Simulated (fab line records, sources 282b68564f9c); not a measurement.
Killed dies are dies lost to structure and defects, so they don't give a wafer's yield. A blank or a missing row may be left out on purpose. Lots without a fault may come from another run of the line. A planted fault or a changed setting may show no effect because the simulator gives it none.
Which tool did it? | flow rit_cmos | 14 lots, 42 wafers sampled, at 6 steps of a route of 202

WHAT THE GAUGES READ, wafer by wafer
RIT_SDANNEAL_RS_MEAS_04: measures by four-point-probe.
lot  | measured    | on            | PSD_RS (ohm/sq)
L867 | day 3 07:43 | film_metro-03 | 115.5 115.5 115.5
L869 | day 3 17:04 | film_metro-02 | 116.3 116.1 116.2
L870 | day 3 23:18 | film_metro-02 | 116.4 116.7 116.5
L871 | day 4 03:52 | film_metro-02 | 116.2 116.0 116.5
L872 | day 4 08:40 | film_metro-01 | 115.5 115.6 115.5
L874 | day 4 21:50 | film_metro-01 | 114.7 114.7 114.9 114.8 114.5 114.5
L875 | day 5 01:47 | film_metro-02 | 116.2 116.4 116.1
L876 | day 5 05:07 | film_metro-02 | 115.0 114.8 114.7 114.5 114.8 114.5
L883 | day 6 14:09 | film_metro-01 | 115.4 115.8 115.5
L885 | day 7 01:31 | film_metro-01 | 116.1 115.8 115.7
L887 | day 7 07:17 | film_metro-01 | 115.5 115.6 115.5
L888 | day 7 14:34 | film_metro-03 | 115.9 115.8 115.6
L889 | day 7 18:35 | film_metro-01 | 115.9 116.0 116.2
L890 | day 8 01:41 | film_metro-01 | 116.3 115.8 116.3

RIT_SDANNEAL_RS_MEAS_06: measures by four-point-probe.
lot  | measured    | on            | PLDD_RS (ohm/sq)
L867 | day 3 07:57 | film_metro-03 | 178.7 179.2 179.0
L869 | day 3 17:19 | film_metro-02 | 179.3 178.7 178.7
L870 | day 3 23:32 | film_metro-02 | 179.2 179.4 179.5
L871 | day 4 04:06 | film_metro-02 | 179.4 179.4 179.4
L872 | day 4 08:54 | film_metro-01 | 178.6 178.1 178.6
L874 | day 5 03:43 | film_metro-01 | 177.0 176.6 176.9 177.3 176.9 177.5
L875 | day 5 02:01 | film_metro-02 | 179.0 179.1 179.4
L876 | day 5 09:58 | film_metro-02 | 177.5 177.2 177.3
L883 | day 6 14:23 | film_metro-01 | 178.0 177.8 178.0
L885 | day 7 01:45 | film_metro-01 | 179.0 179.0 178.3
L887 | day 7 07:31 | film_metro-01 | 178.7 178.6 179.1
L888 | day 7 14:49 | film_metro-03 | 178.7 178.9 179.8
L889 | day 7 18:50 | film_metro-01 | 178.7 178.9 179.1
L890 | day 8 01:55 | film_metro-01 | 178.9 178.3 179.1

RIT_SILICIDE_RS_MEAS_02: measures by four-point-probe.
lot  | measured    | on            | SILICIDE_TI_RS (ohm/sq)
L867 | day 3 08:21 | film_metro-04 | 47.9 48.3 48.0
L869 | day 3 17:43 | film_metro-04 | 46.7 47.4 47.1
L870 | day 3 23:56 | film_metro-04 | 47.4 48.0 46.9
L871 | day 4 04:30 | film_metro-03 | 48.1 48.0 47.8
L872 | day 4 09:19 | film_metro-04 | 48.4 47.4 47.8
L874 | day 5 04:25 | film_metro-03 | 47.0 48.1 47.7
L875 | day 5 02:25 | film_metro-04 | 48.2 48.5 48.9
L876 | day 5 10:22 | film_metro-04 | 48.7 48.7 48.0
L883 | day 6 14:48 | film_metro-03 | 47.6 46.9 47.5
L885 | day 7 02:10 | film_metro-04 | 47.8 47.3 47.5
L887 | day 7 07:55 | film_metro-04 | 48.7 48.2 48.4
L888 | day 7 15:13 | film_metro-01 | 48.9 48.8 48.9
L889 | day 7 19:14 | film_metro-03 | 47.9 47.3 47.9
L890 | day 8 02:19 | film_metro-04 | 48.0 47.2 47.9

RIT_CONTACT_OVL_MEAS_09.
lot  | measured    | on         | CONTACT_OVL (nm)
L867 | day 3 09:59 | overlay-01 | 2.8 1.0 0.4
L869 | day 3 19:22 | overlay-01 | 1.7 3.2 1.9
L870 | day 4 01:29 | overlay-01 | 1.2 -0.6 0.2
L871 | day 4 06:03 | overlay-01 | 0.2 -0.5 -1.8
L872 | day 4 10:59 | overlay-01 | 1.4 2.9 1.3
L874 | day 5 06:13 | overlay-01 | 1.4 1.9 1.2
L875 | day 5 04:08 | overlay-01 | 0.4 -0.4 -0.1
L876 | day 5 12:26 | overlay-02 | 0.4 2.2 1.6
L883 | day 6 16:43 | overlay-01 | -1.0 -2.5 0.6
L885 | day 7 03:41 | overlay-01 | 0.0 1.3 -0.1
L887 | day 7 09:29 | overlay-01 | 3.5 2.9 2.7
L888 | day 7 16:45 | overlay-01 | 0.7 -0.4 -1.3
L889 | day 7 20:47 | overlay-01 | 0.0 0.9 0.1
L890 | day 8 03:59 | overlay-02 | 2.5 0.6 1.2

WHICH TOOL RAN EACH LOT (tool, then ch and the chambers of the sampled wafers, then the start)
lot  | RIT_NWELL_STRIP_09                  | RIT_SDANNEAL_RTA_03
L867 | plasma_asher-04 ch 0,1, day 1 22:34 | rtp_anneal-01 ch 0, day 3 07:37
L869 | plasma_asher-04 ch 0,1, day 2 08:27 | rtp_anneal-01 ch 0, day 3 16:59
L870 | plasma_asher-04 ch 0, day 2 13:23   | rtp_anneal-02 ch 0, day 3 23:14
L871 | plasma_asher-04 ch 0,1, day 2 18:34 | rtp_anneal-01 ch 0, day 4 03:48
L872 | plasma_asher-04 ch 0,1, day 2 23:53 | rtp_anneal-02 ch 0, day 4 08:36
L874 | plasma_asher-02 ch 0,1, day 3 14:32 | rtp_anneal-02 ch 0, day 4 21:46
L875 | plasma_asher-01 ch 1, day 3 17:42   | rtp_anneal-01 ch 0, day 5 01:43
L876 | plasma_asher-01 ch 0,1, day 3 19:58 | rtp_anneal-02 ch 0, day 5 05:04
L883 | plasma_asher-02 ch 0,1, day 5 07:32 | rtp_anneal-01 ch 0, day 6 14:05
L885 | plasma_asher-04 ch 0,1, day 5 17:23 | rtp_anneal-01 ch 0, day 7 01:26
L887 | plasma_asher-01 ch 0,1, day 6 01:31 | rtp_anneal-01 ch 0, day 7 07:13
L888 | plasma_asher-02 ch 0,1, day 6 07:49 | rtp_anneal-02 ch 0, day 7 14:31
L889 | plasma_asher-01 ch 0,1, day 6 13:00 | rtp_anneal-01 ch 0, day 7 18:32
L890 | plasma_asher-02 ch 0,1, day 6 17:02 | rtp_anneal-02 ch 0, day 8 01:37
- RIT_NWELL_STRIP_09: strips in O2, time 180 s.
- RIT_SDANNEAL_RTA_03: time 5 s.

WHAT THE TOOLS THEMSELVES READ (means of the sampled wafers that have a number; where no wafer has one, the mark that the record gives instead)
RIT_NWELL_STRIP_09.
lot  | tool            | drypump_motor_current_A (A)
L867 | plasma_asher-04 | 5.1
L869 | plasma_asher-04 | 5.1
L870 | plasma_asher-04 | 4.8
L871 | plasma_asher-04 | 5.1
L872 | plasma_asher-04 | 5.1
L874 | plasma_asher-02 | 5.5
L875 | plasma_asher-01 | 4.7
L876 | plasma_asher-01 | 5.1
L883 | plasma_asher-02 | 5.4
L885 | plasma_asher-04 | 5.1
L887 | plasma_asher-01 | 4.9
L888 | plasma_asher-02 | 6.0
L889 | plasma_asher-01 | 5.1
L890 | plasma_asher-02 | 6.0

RIT_SDANNEAL_RTA_03.
lot  | tool          | wafer_temp_C_max
L867 | rtp_anneal-01 | 1053.8
L869 | rtp_anneal-01 | 1053.7
L870 | rtp_anneal-02 | 1053.6
L871 | rtp_anneal-01 | 1052.9
L872 | rtp_anneal-02 | 1053.9
L874 | rtp_anneal-02 | 1053.4
L875 | rtp_anneal-01 | 1053.1
L876 | rtp_anneal-02 | 1053.5
L883 | rtp_anneal-01 | 1052.7
L885 | rtp_anneal-01 | 1054.3
L887 | rtp_anneal-01 | 1053.3
L888 | rtp_anneal-02 | 1053.6
L889 | rtp_anneal-01 | 1054.2
L890 | rtp_anneal-02 | 1053.7

THE ANSWER, worked out from the rows above alone
Rule: what is usual is taken from the lots themselves. Put in order of their means at a reading, lots are off if they are a third of the lots or fewer, leave a main group of 4 or more, and stand apart from it by a gap of 3 or more times the standard deviation of the main group's means; of several such gaps the widest counts. A main group whose means are all the same, to the digits that the tables above print for the reading, isn't used. A lot without any number at a reading at which 4 lots or more have one is off too. The other lots that the step has rows for count as sound. The gauges are gone through in route order, then the tools' own readings, and for those a lot's mean is taken as printed above. The first step at which some lot is off is used, and at that step the reading that is off furthest; a lot without a number counts as furthest.
No lot is off at any reading shown: from this, nothing can be told.

WHAT THE SIMULATOR HAD PUT IN
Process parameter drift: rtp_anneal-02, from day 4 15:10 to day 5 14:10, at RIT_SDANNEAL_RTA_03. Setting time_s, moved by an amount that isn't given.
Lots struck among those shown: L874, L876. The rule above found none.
